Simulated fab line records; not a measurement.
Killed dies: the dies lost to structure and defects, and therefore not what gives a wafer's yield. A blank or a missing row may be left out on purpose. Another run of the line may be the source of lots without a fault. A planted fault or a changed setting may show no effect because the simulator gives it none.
Struck lot and sound lot, side by side | flow ritCmos | 15 steps out of a route of 202
Sound: wafers L630.1, L630.4, L630.6. The struck wafers were L633.3, L633.4, L633.6. The cause is named last.
For every step that has rows: the tool of each side, followed by ch and its chambers, followed by its first start. Under that, the readings that differ: sound wafers | struck wafers | difference of the means | sigmas: that difference in standard deviations of wafers without a fault.
alike: readings whose means differ by less than 2 such deviations, and words and numbers that are the same on both sides. not compared: withheld readings, readings that some wafer has no value for, bounds like >300 that may hide the same value, and numbers for which the record gives no deviation and whose values overlap.
The two part at a step that has a row with sigmas, a row that says differs or no value, or rows on one side only. Numbers that have no deviation but don't overlap get no sigmas and don't part them. Lack of a reading on every wafer of one side parts them only where that side has two or more wafers.

RIT_NSD_TW_MEAS_10:
  sound on filmMetro-02 at day 3 14:37; struck on filmMetro-01 at day 4 03:59
  alike: NSD_TW
then, 6 steps without rows for these wafers: RIT_PSD_HMDS_00 (prime time 60 s); RIT_PSD_COAT_01 (resist thk 1000 nm); RIT_PSD_SOFTBAKE_02 (time 60 s); RIT_PSD_EXPOSE_03 (exposes mask M10, target cd 40900 nm); RIT_PSD_PEB_04; RIT_PSD_DEVELOP_05 (develop time 50 s).
RIT_PSD_OVL_MEAS_06:
  sound on overlay-01 at day 3 15:39; struck on overlay-02 at day 4 05:01
  alike: PSD_OVL
then, 2 steps without rows for these wafers: RIT_PSD_HARDBAKE_07 (time 60 s); RIT_PSD_IMPLANT_08.
RIT_PSD_STRIP_09: strips in O2, time 180 s.
  sound on plasmaAsher-03 ch 0,1, day 3 15:59; struck on plasmaAsher-03 ch 0,1, day 4 05:23
  alike: drypumpMotorCurrentA
  not compared: rfHoursCounterH
RIT_PSD_TW_MEAS_10:
  sound on filmMetro-02 at day 3 16:10; struck on filmMetro-01 at day 4 05:32
  alike: PSD_TW
RIT_SDANNEAL_CLEAN_00: cleans in SC1, time 572.4 s.
  sound on wetBench-02 ch 0, day 3 16:13; struck on wetBench-02 ch 0, day 4 05:34
reading            | sound             | struck            | difference | sigmas
bathGuardTempC (C) | 75.2 75.6 75.2    | 78.7 78.8 78.7    | +3.4       | +7
tempC (C)          | 74.94 75.05 74.98 | 78.29 78.27 78.26 | +3.28      | +30
then, 1 step without rows for these wafers: RIT_SDANNEAL_CLEAN_01 (cleans in dHF, time 30 s).
RIT_M1_PROBE_99:
  sound on prober-01 at day 4 01:40; struck on prober-01 at day 4 13:50
reading            | sound | struck | difference | sigmas
killed_at_M0_to_M3 | 0 1 0 | 0 0 0  | +0         | -3
  alike: killedAtContacts, killedAtFrontEnd, killedDies, killedOpen, killedShort

== WHERE THEY PART ==
Earliest at RIT_SDANNEAL_CLEAN_00; latest, in this record, at RIT_M1_PROBE_99.

WHY: what the simulator had put in
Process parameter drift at RIT_SDANNEAL_CLEAN_00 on wetBench-02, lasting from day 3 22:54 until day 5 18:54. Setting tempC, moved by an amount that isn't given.
